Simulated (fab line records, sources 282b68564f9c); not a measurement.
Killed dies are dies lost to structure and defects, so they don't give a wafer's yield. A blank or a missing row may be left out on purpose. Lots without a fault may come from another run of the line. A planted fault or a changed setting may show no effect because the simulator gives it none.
fab line records | flow rit_cmos
record lots=6 wafers=18 last_day=7
route steps=202 shown SDANNEAL@156 PSD@157 NSD@158 PLDD@159 NLDD@160 SILICIDE@161 CONTACT@168 M1@202
lots that met no fault: from a run of the same line without faults
start_h: hours from the record's first day to the start of the lot's first wafer shown | wait_h: hours since the lot's step before | " the same as in the row above | L1.1+2: a row that stands for several wafers | - no value, or no start given | * or withheld: withheld | < > ~ a bound
route shown NAME@n: a module of which the file shows steps, and the number in the route of the first | usual: mean/standard deviation of fault-free wafers | same: alike in all rows | chamber/n: place in a boat | sites: the reading at each site | _std_site: their standard deviation | _edge_site: outer sites' mean less inner sites' | radius_mm: how far each site lies from the wafer's centre | mask NAME#n: copy n | behind: the tool/chamber that last shaped the wafer | hold: why the lot was held/for how many hours/how that ended | device: the transistor (n, p or np) that didn't switch | end of line: the same wafers' tests at the end of the route | a step without rows: its recipe alone | killed: dies lost to structure and defects at the first sort, not the wafer's yield | map: a wafer's dies, x killed, . not, _ none there
set.NAME: the setting as run; set.NAME@STEP: as run at that earlier step | model.NAME: the simulator's own value behind a step, which no gauge read
lots at some steps of the route; a table a step, a row a wafer
services: from which hour (start_h, from the record's first day; less than 0 if before it) a tool's chamber was out of use, for how many hours, and why
## steps
# step RIT_SDANNEAL_RTA_03
# recipe temp_c=1050 time_s=5 idle_temp_c=600 ramp_up_c_per_s=342 ramp_down_c_per_s=171 cool_to_c=600 ambient=N2
# usual wafer_temp_C_max=1053.3/1.1
# columns lot.wafer tool chamber start_h wait_h wafer_temp_C_max
L830.1 rtp_anneal-01 0 62.17 0.0 1055.0
L830.3 " 0 " " 1054.0
L830.5 " 0 " " 1054.3
L832.2 rtp_anneal-01 0 75.53 0.0 1053.7
L832.3 " 0 " " 1054.3
L832.5 " 0 " " 1054.7
L841.3 rtp_anneal-02 0 116.03 0.0 1054.4
L841.4 " 0 " " 1052.3
L841.5 " 0 " " 1053.6
L844.1 rtp_anneal-01 0 134.47 0.0 1054.5
L844.2 " 0 " " 1053.2
L844.5 " 0 " " 1053.5
L849.2 rtp_anneal-02 0 157.49 0.0 1053.1
L849.5 " 0 " " 1054.2
L849.6 " 0 " " 1053.1
L851.1 rtp_anneal-02 0 167.00 0.0 1052.6
L851.4 " 0 " " 1053.5
L851.6 " 0 " " 1053.5
# step RIT_SDANNEAL_RS_MEAS_04
# recipe thk_meas_gauge=four-point-probe
# usual PSD_RS=115.94/0.26
# columns lot.wafer tool chamber start_h wait_h PSD_RS[ohm/sq]
L830.1 film_metro-04 - 62.23 0.0 115.98
L830.3 " - " " 115.93
L830.5 " - " " 115.62
L832.2 film_metro-02 - 75.60 0.1 115.43
L832.3 " - " " 115.64
L832.5 " - " " 115.60
L841.3 film_metro-04 - 116.11 0.1 115.74
L841.4 " - " " 115.56
L841.5 " - " " 115.76
L844.1 film_metro-02 - 134.53 0.0 116.29
L844.2 " - " " 116.15
L844.5 " - " " 116.34
L849.2 film_metro-02 - 157.56 0.1 116.00
L849.5 " - " " 115.78
L849.6 " - " " 116.14
L851.1 film_metro-02 - 167.05 0.0 116.04
L851.4 " - " " 116.01
L851.6 " - " " 116.17
# step RIT_SDANNEAL_RS_MEAS_05
# recipe thk_meas_gauge=four-point-probe
# usual NSD_RS=83.06/0.22
# columns lot.wafer tool chamber start_h wait_h NSD_RS[ohm/sq]
L830.1 film_metro-04 - 62.35 0.1 83.19
L830.3 " - " " 83.20
L830.5 " - " " 83.04
L832.2 film_metro-02 - 75.72 0.1 82.78
L832.3 " - " " 82.81
L832.5 " - " " 82.81
L841.3 film_metro-04 - 116.23 0.1 83.34
L841.4 " - " " 83.17
L841.5 " - " " 83.16
L844.1 film_metro-02 - 134.65 0.1 82.87
L844.2 " - " " 82.98
L844.5 " - " " 83.06
L849.2 film_metro-02 - 157.68 0.1 83.19
L849.5 " - " " 82.91
L849.6 " - " " 83.14
L851.1 film_metro-02 - 167.17 0.1 82.78
L851.4 " - " " 82.88
L851.6 " - " " 82.82
# step RIT_SDANNEAL_RS_MEAS_06
# recipe thk_meas_gauge=four-point-probe
# usual PLDD_RS=178.6/0.51
# columns lot.wafer tool chamber start_h wait_h PLDD_RS[ohm/sq]
L830.1 film_metro-04 - 62.47 0.1 178.8
L830.3 " - " " 178.4
L830.5 " - " " 177.9
L832.2 film_metro-02 - 75.84 0.1 177.7
L832.3 " - " " 177.8
L832.5 " - " " 178.3
L841.3 film_metro-04 - 116.35 0.1 178.2
L841.4 " - " " 178.8
L841.5 " - " " 178.5
L844.1 film_metro-02 - 134.77 0.1 178.4
L844.2 " - " " 178.8
L844.5 " - " " 178.4
L849.2 film_metro-02 - 157.80 0.1 178.4
L849.5 " - " " 178.4
L849.6 " - " " 179.0
L851.1 film_metro-02 - 167.29 0.1 178.9
L851.4 " - " " 178.5
L851.6 " - " " 178.3
# step RIT_SDANNEAL_RS_MEAS_07
# recipe thk_meas_gauge=four-point-probe
# usual NLDD_RS=154.4/0.49
# columns lot.wafer tool chamber start_h wait_h NLDD_RS[ohm/sq]
L830.1 film_metro-04 - 62.59 0.1 154.9
L830.3 " - " " 154.8
L830.5 " - " " 155.2
L832.2 film_metro-02 - 75.96 0.1 153.8
L832.3 " - " " 153.6
L832.5 " - " " 154.2
L841.3 film_metro-04 - 116.47 0.1 154.7
L841.4 " - " " 154.7
L841.5 " - " " 154.5
L844.1 film_metro-02 - 134.89 0.1 153.7
L844.2 " - " " 153.8
L844.5 " - " " 153.8
L849.2 film_metro-02 - 157.92 0.1 153.9
L849.5 " - " " 154.8
L849.6 " - " " 154.7
L851.1 film_metro-02 - 167.41 0.1 154.7
L851.4 " - " " 154.2
L851.6 " - " " 154.9
# step RIT_SILICIDE_WET_ETCH_00
# recipe chemistry=BOE target=SiO2 target_depth_nm=14 time_s=15 dry=n2_spin dilution=10:1 temp_c=21.5
# step RIT_SILICIDE_SPUTTER_01
# recipe material=Ti target_thk_nm=30 power_w=344.4 chamber_pressure_pa=0.667 gas=Ar time_s=240 substrate_temp_c=25
# usual cathode_dc_power_W=344.40/0.064 throttle_valve_pct=30.3/2
# columns lot.wafer tool chamber start_h wait_h cathode_dc_power_W throttle_valve_pct
L830.1 pvd_sputter-01 - 62.72 0.0 344.41 31.6
L830.3 " - " " 344.46 31.2
L830.5 " - " " 344.41 31.0
L832.2 pvd_sputter-01 - 76.07 0.0 344.43 29.1
L832.3 " - " " 344.44 30.8
L832.5 " - " " 344.35 29.3
L841.3 pvd_sputter-03 - 116.56 0.0 344.44 29.3
L841.4 " - " " 344.31 30.4
L841.5 " - " " 344.42 30.4
L844.1 pvd_sputter-01 - 135.02 0.0 344.32 29.0
L844.2 " - " " 344.36 30.7
L844.5 " - " " 344.48 31.9
L849.2 pvd_sputter-01 - 158.03 0.0 344.36 31.7
L849.5 " - " " 344.31 28.8
L849.6 " - " " 344.44 34.3
L851.1 pvd_sputter-01 - 167.55 0.0 344.35 31.6
L851.4 " - " " 344.46 30.8
L851.6 " - " " 344.35 31.7
# step RIT_SILICIDE_RS_MEAS_02
# recipe thk_meas_gauge=four-point-probe reads=Ti_of_SILICIDE_SPUTTER_01
# usual SILICIDE_TI_RS=48.8/0.91
# columns lot.wafer tool chamber start_h wait_h SILICIDE_TI_RS[ohm/sq]
L830.1 film_metro-03 - 62.87 0.1 51.0
L830.3 " - " " 49.5
L830.5 " - " " 49.4
L832.2 film_metro-02 - 76.24 0.1 48.6
L832.3 " - " " 48.3
L832.5 " - " " 48.8
L841.3 film_metro-02 - 116.75 0.1 50.3
L841.4 " - " " 51.5
L841.5 " - " " 51.8
L844.1 film_metro-03 - 135.17 0.1 49.7
L844.2 " - " " 48.8
L844.5 " - " " 50.1
L849.2 film_metro-04 - 158.20 0.1 49.4
L849.5 " - " " 49.4
L849.6 " - " " 49.3
L851.1 film_metro-03 - 167.70 0.1 49.8
L851.4 " - " " 50.6
L851.6 " - " " 50.4
# step RIT_SILICIDE_THK_MEAS_03
# recipe thk_meas_gauge=xrf reads=Ti_of_SILICIDE_SPUTTER_01
# usual SILICIDE_TI_THK=29.7/0.45
# columns lot.wafer tool chamber start_h wait_h SILICIDE_TI_THK[nm]
L830.1 film_metro-03 - 62.99 0.1 28.7
L830.3 " - " " 29.3
L830.5 " - " " 29.6
L832.2 film_metro-02 - 76.35 0.1 29.4
L832.3 " - " " 29.6
L832.5 " - " " 29.4
L841.3 film_metro-02 - 116.85 0.1 28.7
L841.4 " - " " 28.3
L841.5 " - " " 28.1
L844.1 film_metro-03 - 135.29 0.1 29.4
L844.2 " - " " 29.7
L844.5 " - " " 29.0
L849.2 film_metro-04 - 158.31 0.1 29.3
L849.5 " - " " 29.6
L849.6 " - " " 29.6
L851.1 film_metro-03 - 167.82 0.1 29.3
L851.4 " - " " 28.8
L851.6 " - " " 29.1
# step RIT_SILICIDE_RTA_04
# recipe temp_c=650 time_s=10 idle_temp_c=25 ramp_up_s=5 ramp_down_s=5 cool_to_c=25 ambient=N2
# usual wafer_temp_C_max=651.9/0.49
# columns lot.wafer tool chamber start_h wait_h wafer_temp_C_max
L830.1 rtp_anneal-01 0 63.05 0.1 652.0
L830.3 " 0 " " 651.7
L830.5 " 0 " " 651.3
L832.2 rtp_anneal-02 0 76.42 0.1 651.2
L832.3 " 0 " " 652.2
L832.5 " 0 " " 652.4
L841.3 rtp_anneal-01 0 116.92 0.1 651.3
L841.4 " 0 " " 651.1
L841.5 " 0 " " 651.3
L844.1 rtp_anneal-02 0 135.35 0.1 651.5
L844.2 " 0 " " 652.2
L844.5 " 0 " " 651.9
L849.2 rtp_anneal-01 0 158.37 0.1 652.0
L849.5 " 0 " " 651.7
L849.6 " 0 " " 652.5
L851.1 rtp_anneal-01 0 167.88 0.1 651.6
L851.4 " 0 " " 651.8
L851.6 " 0 " " 651.5
# step RIT_SILICIDE_WET_ETCH_05
# recipe chemistry=SPM target=Ti temp_c=90 time_s=120 dry=n2_spin
# step RIT_SILICIDE_RTA_06
# recipe temp_c=750 time_s=10 idle_temp_c=25 ramp_up_s=5 ramp_down_s=10 cool_to_c=25 ambient=N2
# usual wafer_temp_C_max=752.4/0.61
# columns lot.wafer tool chamber start_h wait_h wafer_temp_C_max
L830.1 rtp_anneal-01 0 63.16 0.0 752.7
L830.3 " 0 " " 752.1
L830.5 " 0 " " 752.0
L832.2 rtp_anneal-01 0 76.53 0.0 751.3
L832.3 " 0 " " 751.9
L832.5 " 0 " " 751.3
L841.3 rtp_anneal-02 0 117.02 0.0 752.2
L841.4 " 0 " " 753.1
L841.5 " 0 " " 753.6
L844.1 rtp_anneal-01 0 135.46 0.0 752.3
L844.2 " 0 " " 752.6
L844.5 " 0 " " 751.3
L849.2 rtp_anneal-02 0 158.48 0.0 753.4
L849.5 " 0 " " 752.9
L849.6 " 0 " " 752.9
L851.1 rtp_anneal-02 0 167.99 0.0 753.5
L851.4 " 0 " " 752.9
L851.6 " 0 " " 751.7
# step RIT_CONTACT_CVD_00
# recipe material=SiO2 target_thk_nm=400 precursor=TEOS temp_c=390 time_s=61 rf_w=400
# usual heater_power_w=312/45
# columns lot.wafer tool chamber start_h wait_h heater_power_w model.SiO2_of_CONTACT_CVD_00.thk_nm
L830.1 pecvd-01 0 63.23 0.1 271 393.3
L830.3 " 2 " " 291 386.6
L830.5 " 1 " " 298 389.2
L832.2 pecvd-02 1 76.58 0.0 270 395.8
L832.3 " 2 " " 326 396.5
L832.5 " 0 " " 360 401.5
L841.3 pecvd-02 1 117.07 0.0 252 392.9
L841.4 " 0 " " 383 399.9
L841.5 " 2 " " 311 708.4
L844.1 pecvd-02 2 135.52 0.1 258 699.6
L844.2 " 0 " " 376 396.1
L844.5 " 2 " " 280 714.6
L849.2 pecvd-04 2 158.54 0.0 280 392.4
L849.5 " 0 " " 341 405.7
L849.6 " 2 " " 299 392.9
L851.1 pecvd-01 1 168.05 0.1 278 401
L851.4 " 1 " " 296 408
L851.6 " 0 " " 226 413.3
# step RIT_CONTACT_THK_MEAS_01
# recipe reads=SiO2_of_CONTACT_CVD_00
# usual CONTACT_TEOS_THK=400/5.5
# columns lot.wafer tool chamber start_h wait_h hold CONTACT_TEOS_THK[nm]
L830.1 film_metro-03 - 63.28 0.0 - 393
L830.3 " - " " - 387
L830.5 " - " " - 389
L832.2 film_metro-01 - 76.64 0.0 - 396
L832.3 " - " " - 397
L832.5 " - " " - 402
L841.3 film_metro-03 - 117.14 0.0 await_dispo/0.2h/release 393
L841.4 " - " " await_dispo/0.2h/release 400
L841.5 " - " " await_dispo/0.2h/release 708
L841.3 film_metro-03 - 117.37 0.2 - 393
L841.4 " - " " - 400
L841.5 " - " " - 709
L844.1 film_metro-04 - 135.57 0.0 await_dispo/0.2h/release 699
L844.2 " - " " await_dispo/0.2h/release 396
L844.5 " - " " await_dispo/0.2h/release 715
L844.1 film_metro-04 - 135.80 0.2 - 699
L844.2 " - " " - 396
L844.5 " - " " - 715
L849.2 film_metro-03 - 158.60 0.0 - 392
L849.5 " - " " - 405
L849.6 " - " " - 393
L851.1 film_metro-01 - 168.10 0.0 - 401
L851.4 " - " " - 408
L851.6 " - " " - 413
# step RIT_CONTACT_COAT_03
# recipe resist=NOVOLAK spin_rpm=3250 resist_thk_nm=1000
# step RIT_CONTACT_SOFTBAKE_04
# recipe resist=NOVOLAK temp_c=90 time_s=60
# step RIT_CONTACT_EXPOSE_05
# recipe mask_id=M11 na=0.6 source_shape=conventional sigma_outer=0.5 target_cd_nm=1000 dose_mj=250
# step RIT_CONTACT_PEB_06
# recipe resist=NOVOLAK temp_c=withheld time_s=withheld
# step RIT_CONTACT_DEVELOP_07
# recipe resist=NOVOLAK develop_time_s=120 dev_temp_c=23.7
# step RIT_CONTACT_CD_MEAS_08
# recipe target_cd_nm=1000
# usual cd_nm=999.8/2.3
# columns lot.wafer tool chamber start_h wait_h cd_nm
L830.1 cd_sem-01 - 64.31 - 1004.5
L830.3 " - " " 1005.6
L830.5 " - " " 1005.1
L832.2 cd_sem-01 - 77.68 - 997.3
L832.3 " - " " 997.5
L832.5 " - " " 998.8
L841.3 cd_sem-01 - 122.10 - 999.6
L841.4 " - " " 996.6
L841.5 " - " " 996.6
L844.1 cd_sem-01 - 139.56 - 998.9
L844.2 " - " " 1000.0
L844.5 " - " " 999.8
L849.2 cd_sem-02 - 159.88 - 998.0
L849.5 " - " " 998.5
L849.6 " - " " 996.8
L851.1 cd_sem-02 - 169.25 - 998.6
L851.4 " - " " 997.5
L851.6 " - " " 996.9
# step RIT_CONTACT_OVL_MEAS_09
# usual CONTACT_OVL=-0.1/1.4
# columns lot.wafer tool chamber start_h wait_h CONTACT_OVL[nm]
L830.1 overlay-01 - 64.43 0.1 0.7
L830.3 " - " " 2.5
L830.5 " - " " -0.4
L832.2 overlay-01 - 77.79 0.1 -1.9
L832.3 " - " " -0.1
L832.5 " - " " -0.2
L841.3 overlay-01 - 122.19 0.1 0.0
L841.4 " - " " 1.2
L841.5 " - " " 1.8
L844.1 overlay-01 - 139.68 0.1 0.8
L844.2 " - " " 1.7
L844.5 " - " " 0.1
L849.2 overlay-02 - 159.99 0.1 0.3
L849.5 " - " " 0.2
L849.6 " - " " 1.1
L851.1 overlay-02 - 169.37 0.1 -1.9
L851.4 " - " " -0.1
L851.6 " - " " 0.1
# step RIT_CONTACT_HARDBAKE_10
# recipe resist=NOVOLAK temp_c=140 time_s=60
# step RIT_CONTACT_ETCH_11
# recipe target_depth_a=4800 over_etch_frac=0.2 stop_on=TiSi2 chemistry=CHF3/CF4/Ar target=SiO2 CHF3_flow_sccm=50 cf4_flow_sccm=10 Ar_flow_sccm=100 O2_flow_sccm=5 pressure_mtorr=100 rf_w=200 time_s=320
# usual chamber_pressure_mTorr=100.00/0.094 drypump_motor_current_A=5.8/0.49 oes_product_au=0.992/0.011 throttle_valve_pct=8.94/0.12
# columns lot.wafer tool chamber start_h wait_h chamber_pressure_mTorr drypump_motor_current_A oes_product_au rf_hours_counter_h throttle_valve_pct model.etch.depth_nm model.CONTACT.feature_depth_nm
L830.1 rie_diel-04 0 64.61 0.1 99.90 6.4 0.997 39 9.02 393.3 393.3
L830.3 " 2 " " 100.11 5.0 0.994 7 8.89 386.6 386.6
L830.5 " 3 " " 99.94 6.0 0.995 - 9.14 389.2 389.2
L832.2 rie_diel-04 1 78.08 0.1 100.13 5.8 0.990 101 8.84 395.8 395.8
L832.3 " 0 " " 99.98 6.4 0.996 39 9.02 396.5 396.5
L832.5 " 3 " " 99.94 6.0 0.990 - 9.14 401.5 401.5
L841.3 rie_diel-04 3 122.36 0.1 100.09 6.0 0.979 99 9.15 392.9 392.9
L841.4 " 1 " " 100.04 5.8 0.991 101 8.85 399.9 399.9
L841.5 " 3 " " 99.96 6.0 0.995 - 9.15 466.7 466.7
L844.1 rie_diel-01 2 139.87 0.1 100.24 6.1 1.001 49 8.96 447.4 447.4
L844.2 " 1 " " 100.08 5.0 0.996 50 8.89 396.1 396.1
L844.5 " 3 " " 100.14 5.7 1.005 - 9.03 485.3 485.3
L849.2 rie_diel-04 0 160.17 0.1 99.82 6.4 1.004 41 9.02 392.4 392.4
L849.5 " 3 " " 100.08 6.0 0.992 - 9.13 405.7 405.7
L849.6 " 2 " " 99.84 5.0 0.993 - 8.90 392.9 392.9
L851.1 rie_diel-04 0 169.56 0.1 100.01 6.5 1.009 42 9.00 401 401
L851.4 " 3 " " 100.00 6.0 0.981 100 9.15 408 408
L851.6 " 3 " " 100.09 6.1 0.992 - 9.15 413.3 413.3
# step RIT_CONTACT_STRIP_12
# recipe chemistry=O2 time_s=180 resist=NOVOLAK platen_temp_c=withheld power_w=500 pressure_mtorr=4000 o2_flow_sccm=4000
# usual chamber_pressure_mTorr=4000/4.5 drypump_motor_current_A=5.6/0.59
# columns lot.wafer tool chamber start_h wait_h chamber_pressure_mTorr drypump_motor_current_A rf_hours_counter_h
L830.1 plasma_asher-04 0 64.81 0.1 4007 4.8 28
L830.3 " 1 " " 3998 5.6 -
L830.5 " 0 " " 4003 4.8 -
L832.2 plasma_asher-01 1 78.27 0.1 4004 5.6 42
L832.3 " 0 " " 4005 6.0 -
L832.5 " 1 " " 4002 5.6 -
L841.3 plasma_asher-04 0 122.62 0.2 3996 4.8 -
L841.4 " 1 " " 4008 5.6 -
L841.5 " 0 " " 4004 4.8 -
L844.1 plasma_asher-02 1 140.06 0.1 3989 6.1 49
L844.2 " 0 " " 4000 6.8 49
L844.5 " 0 " " 4000 6.8 -
L849.2 plasma_asher-02 0 160.36 0.1 3997 6.8 50
L849.5 " 0 " " 3996 6.8 -
L849.6 " 1 " " 4000 6.1 -
L851.1 plasma_asher-04 1 169.76 0.1 3997 5.6 39
L851.4 " 1 " " 4001 5.6 -
L851.6 " 0 " " 4000 4.8 -
# step RIT_CONTACT_CD_MEAS_90
# recipe target_cd_nm=1000
# usual cd_nm=999.7/2.4
# columns lot.wafer tool chamber start_h wait_h cd_nm
L830.1 cd_sem-02 - 64.98 0.1 1004.2
L830.3 " - " " 1005.6
L830.5 " - " " 1004.9
L832.2 cd_sem-02 - 78.47 0.1 996.2
L832.3 " - " " 996.9
L832.5 " - " " 998.8
L841.3 cd_sem-02 - 122.77 0.1 999.1
L841.4 " - " " 996.2
L841.5 " - " " 996.4
L844.1 cd_sem-02 - 140.24 0.1 998.4
L844.2 " - " " 999.2
L844.5 " - " " 1000.1
L849.2 cd_sem-01 - 160.56 0.1 997.9
L849.5 " - " " 999.1
L849.6 " - " " 996.5
L851.1 cd_sem-01 - 169.93 0.1 998.1
L851.4 " - " " 997.6
L851.6 " - " " 996.9
# step RIT_CONTACT_CLEAN_13
# recipe chemistry=SC1 mix=3:3:50 time_s=600 temp_c=75
# columns lot.wafer tool chamber start_h wait_h model.SiO2_of_CONTACT_CVD_00.thk_nm
L830.1 wet_bench-01 1 65.10 0.1 389.2
L830.3 " 1 " " 382.4
L830.5 " 1 " " 385
L832.2 wet_bench-03 2 78.57 0.1 391.7
L832.3 " 2 " " 392.4
L832.5 " 2 " " 397.4
L841.3 wet_bench-01 2 122.85 0.1 388.7
L841.4 " 2 " " 395.7
L841.5 " 2 " " 704.2
L844.1 wet_bench-01 1 140.54 0.3 695.5
L844.2 " 1 " " 392
L844.5 " 1 " " 710.5
L849.2 wet_bench-01 0 160.66 0.1 388.3
L849.5 " 0 " " 401.6
L849.6 " 0 " " 388.9
L851.1 wet_bench-02 3 170.05 0.1 396.9
L851.4 " 3 " " 403.9
L851.6 " 3 " " 409.1
# step RIT_CONTACT_CLEAN_14
# recipe chemistry=SC2 mix=3:3:50 time_s=600 temp_c=75 dry=n2_spin
# step RIT_M1_PROBE_99
# usual killed_at_contacts=0.1/0.35 killed_at_front_end=6.9/2.8 killed_dies=7.0/2.8 killed_on_rim=1.8/1.3 killed_open=3.4/2 killed_short=3.5/2.1
# same gross_dies=264 killed_at_M0_to_M3=0 killed_at_M4_up=0 killed_at_back_side=0 killed_at_other=0
# columns lot.wafer tool chamber start_h wait_h hold killed_at_contacts killed_at_front_end killed_dies killed_on_rim killed_open killed_short
L830.1 prober-01 - 69.67 0.1 - 0 7 7 3 4 3
L830.3 prober-01 - 69.77 0.2 - 0 8 8 2 5 3
L830.5 prober-01 - 69.87 0.2 - 0 11 11 2 4 7
L832.2 prober-01 - 83.11 0.1 - 1 4 5 1 1 4
L832.3 prober-01 - 83.16 0.2 - 1 6 7 0 3 4
L832.5 prober-01 - 83.26 0.2 - 0 11 11 3 7 4
L841.3 prober-02 - 127.37 0.2 await_dispo/1.6h/release 0 9 9 1 3 5
L841.4 prober-02 - 127.42 0.2 await_dispo/1.6h/release 0 2 2 0 2 0
L841.5 prober-02 - 127.47 0.2 await_dispo/1.6h/release 253 11 264 70 6 4
L844.1 prober-01 - 145.71 0.1 await_dispo/3.2h/release 257 7 264 70 5 2
L844.2 prober-01 - 145.76 0.1 await_dispo/3.2h/release 0 12 12 4 6 6
L844.5 prober-01 - 145.91 0.2 await_dispo/3.2h/release 256 8 264 70 2 6
L849.2 prober-02 - 165.11 0.1 - 0 6 6 1 5 1
L849.5 prober-02 - 165.26 0.2 - 0 9 9 2 2 7
L849.6 prober-02 - 165.31 0.2 - 0 9 9 2 5 3
L851.1 prober-02 - 174.41 0.1 - 0 3 3 0 1 2
L851.4 prober-02 - 174.56 0.2 - 0 3 3 0 2 1
L851.6 prober-02 - 174.66 0.2 - 0 8 8 2 6 2
# killed by level:class
L830.1 FOX1:geometric_particle:short=3 FOX1:geometric_particle:open=2 GATE:geometric_particle:open=1 SILICIDE:geometric_particle:open=1
L830.3 GATE:geometric_particle:open=3 REOX:geometric_particle:open=2 FOX1:geometric_particle:short=1 REOX:geometric_particle:short=1 SPACER:geometric_particle:short=1
L830.5 FOX1:geometric_particle:open=2 FOX1:geometric_particle:short=2 GATE:geometric_particle:short=2 REOX:geometric_particle:short=2 SPACER:geometric_particle:open=2 SPACER:geometric_particle:short=1
L832.2 FOX2:geometric_particle:short=2 GATE:geometric_particle:open=1 REOX:geometric_particle:short=1 CONTACT:geometric_particle:short=1
L832.3 FOX2:geometric_particle:short=2 REOX:geometric_particle:open=2 FOX2:geometric_particle:open=1 GATE:geometric_particle:short=1 CONTACT:geometric_particle:short=1
L832.5 GATE:geometric_particle:short=3 GATE:geometric_particle:open=3 FOX2:geometric_particle:open=2 SILICIDE:geometric_particle:open=2 SILICIDE:geometric_particle:short=1
L841.3 GATE:geometric_particle:short=5 FOX1:geometric_particle:open=1 GATE:geometric_particle:open=1 SPACER:geometric_particle:open=1 PRETRO:coat_microbubble_printed=1
L841.4 GATE:geometric_particle:open=1 REOX:geometric_particle:open=1
L841.5 CONTACT:area_etch=253 GATE:geometric_particle:open=4 GATE:geometric_particle:short=2 FOX1:geometric_particle:short=1 REOX:geometric_particle:open=1 REOX:geometric_particle:short=1 SILICIDE:geometric_particle:open=1 NRETRO:coat_microbubble_printed=1
L844.1 CONTACT:area_etch=257 GATE:geometric_particle:short=2 SILICIDE:geometric_particle:open=2 FOX1:geometric_particle:open=1 FOX2:geometric_particle:open=1 GATE:geometric_particle:open=1
L844.2 FOX1:geometric_particle:open=2 FOX2:geometric_particle:short=2 GATE:geometric_particle:open=2 REOX:geometric_particle:short=2 FOX1:geometric_particle:short=1 GATE:geometric_particle:short=1 REOX:geometric_particle:open=1 SILICIDE:geometric_particle:open=1
L844.5 CONTACT:area_etch=256 REOX:geometric_particle:short=2 SILICIDE:geometric_particle:short=2 FOX1:geometric_particle:short=1 FOX2:geometric_particle:short=1 FOX2:geometric_particle:open=1 GATE:geometric_particle:open=1
L849.2 GATE:geometric_particle:open=3 GATE:geometric_particle:short=1 SPACER:geometric_particle:open=1 SILICIDE:geometric_particle:open=1
L849.5 GATE:geometric_particle:short=4 REOX:geometric_particle:short=2 FOX1:geometric_particle:short=1 FOX1:geometric_particle:open=1 REOX:geometric_particle:open=1
L849.6 FOX1:geometric_particle:open=2 FOX1:geometric_particle:short=1 GATE:geometric_particle:short=1 GATE:geometric_particle:open=1 REOX:geometric_particle:short=1 SPACER:geometric_particle:open=1 SILICIDE:geometric_particle:open=1 NRETRO:coat_microbubble_printed=1
L851.1 FOX1:geometric_particle:short=1 GATE:geometric_particle:short=1 REOX:geometric_particle:open=1
L851.4 FOX1:geometric_particle:open=1 REOX:geometric_particle:open=1 REOX:geometric_particle:short=1
L851.6 FOX1:geometric_particle:open=2 GATE:geometric_particle:open=2 REOX:geometric_particle:short=2 FOX2:geometric_particle:open=1 REOX:geometric_particle:open=1
# map L841.5 (x killed, . not)
________xxxxxxx_______
_____xxxxxxxxxxxxx____
____xxxxxxxxxxxxxxx___
___xxxxxxxxxxxxxxxxx__
__xxxxxxxxxxxxxxxxxxx_
__xxxxxxxxxxxxxxxxxxx_
_xxxxxxxxxxxxxxxxxxxxx
_xxxxxxxxxxxxxxxxxxxxx
_xxxxxxxxxxxxxxxxxxxxx
_xxxxxxxxxxxxxxxxxxxxx
__xxxxxxxxxxxxxxxxxxx_
__xxxxxxxxxxxxxxxxxxx_
___xxxxxxxxxxxxxxxxx__
____xxxxxxxxxxxxxxx___
_____xxxxxxxxxxxxx____
________xxxxxxx_______
# map L844.1 (x killed, . not)
________xxxxxxx_______
_____xxxxxxxxxxxxx____
____xxxxxxxxxxxxxxx___
___xxxxxxxxxxxxxxxxx__
__xxxxxxxxxxxxxxxxxxx_
__xxxxxxxxxxxxxxxxxxx_
_xxxxxxxxxxxxxxxxxxxxx
_xxxxxxxxxxxxxxxxxxxxx
_xxxxxxxxxxxxxxxxxxxxx
_xxxxxxxxxxxxxxxxxxxxx
__xxxxxxxxxxxxxxxxxxx_
__xxxxxxxxxxxxxxxxxxx_
___xxxxxxxxxxxxxxxxx__
____xxxxxxxxxxxxxxx___
_____xxxxxxxxxxxxx____
________xxxxxxx_______
## services
# columns tool chamber start_h hours kind
pvd_sputter-01 - 51.10 8.6 repair
pecvd-01 - 51.26 2.5 repair
pvd_sputter-03 - 56.36 5.5 repair
rie_diel-04 0 57.62 2.5 repair
rtp_anneal-02 - 61.47 5.5 pm
pvd_sputter-03 - 73.05 1.8 repair
pvd_sputter-01 - 82.07 3.4 repair
wet_bench-03 - 89.76 2.7 repair
plasma_asher-04 - 93.69 0.4 repair
plasma_asher-04 - 105.16 2.2 repair
plasma_asher-01 - 108.75 9.0 pm
plasma_asher-01 0 108.75 9.0 vent_cycle
plasma_asher-01 1 108.75 9.0 vent_cycle
rtp_anneal-01 - 112.33 4.4 pm
plasma_asher-01 0 117.75 - clean
plasma_asher-01 1 117.75 - clean
pecvd-02 0 120.30 10.8 repair
plasma_asher-02 - 144.26 7.2 repair
rie_diel-04 3 145.27 2.7 repair
pvd_sputter-03 - 147.63 5.5 repair
pecvd-02 - 155.22 2.0 repair
pecvd-01 2 160.34 - calibration
plasma_asher-04 - 162.57 3.1 repair
## key
first_sign step=RIT_CONTACT_THK_MEAS_01 reading=visit direction=added
effect step=RIT_CONTACT_THK_MEAS_01 reading=CONTACT_TEOS_THK direction=up sigmas=56 usual=400 struck=708
effect step=RIT_M1_PROBE_99 reading=killed_at_contacts direction=up sigmas=99+ usual=0.1 struck=255.3
model_effect step=RIT_CONTACT_CVD_00 value=SiO2_of_CONTACT_CVD_00.thk_nm without=402 struck=707.5
model_effect step=RIT_CONTACT_ETCH_11 value=etch.depth_nm without=402 struck=466.4
model_effect step=RIT_CONTACT_CLEAN_13 value=SiO2_of_CONTACT_CVD_00.thk_nm without=397.9 struck=703.4
more_kills_born_at RIT_CONTACT_ETCH_11@rie_diel-01=513 RIT_CONTACT_ETCH_11@rie_diel-04=253
met_at RIT_CONTACT_CVD_00
struck_wafers L841.5,L844.1,L844.5
later_rows_left_out L841.5,L844.1,L844.5
tester_left_out L841,L844
onset_between 76.58 117.07
fault kind=process_parameter_drift tool=pecvd-02 chamber=2 onset_h=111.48 steps=RIT_CONTACT_CVD_00 channel=target_thk_nm offset=304.75 shape=step end_h=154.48 stated=400
# tester_left_out: of these lots the tester's yield and bins aren't shown, on N5 and GAA mostly nor the transistor test; their killed dies are dies lost to structure and defects alone, not to doping, threshold or leakage, so they don't give the yield
# later_rows_left_out: the simulator's readings of these wafers behind a module that went badly wrong aren't trusted and aren't shown, but for the sort
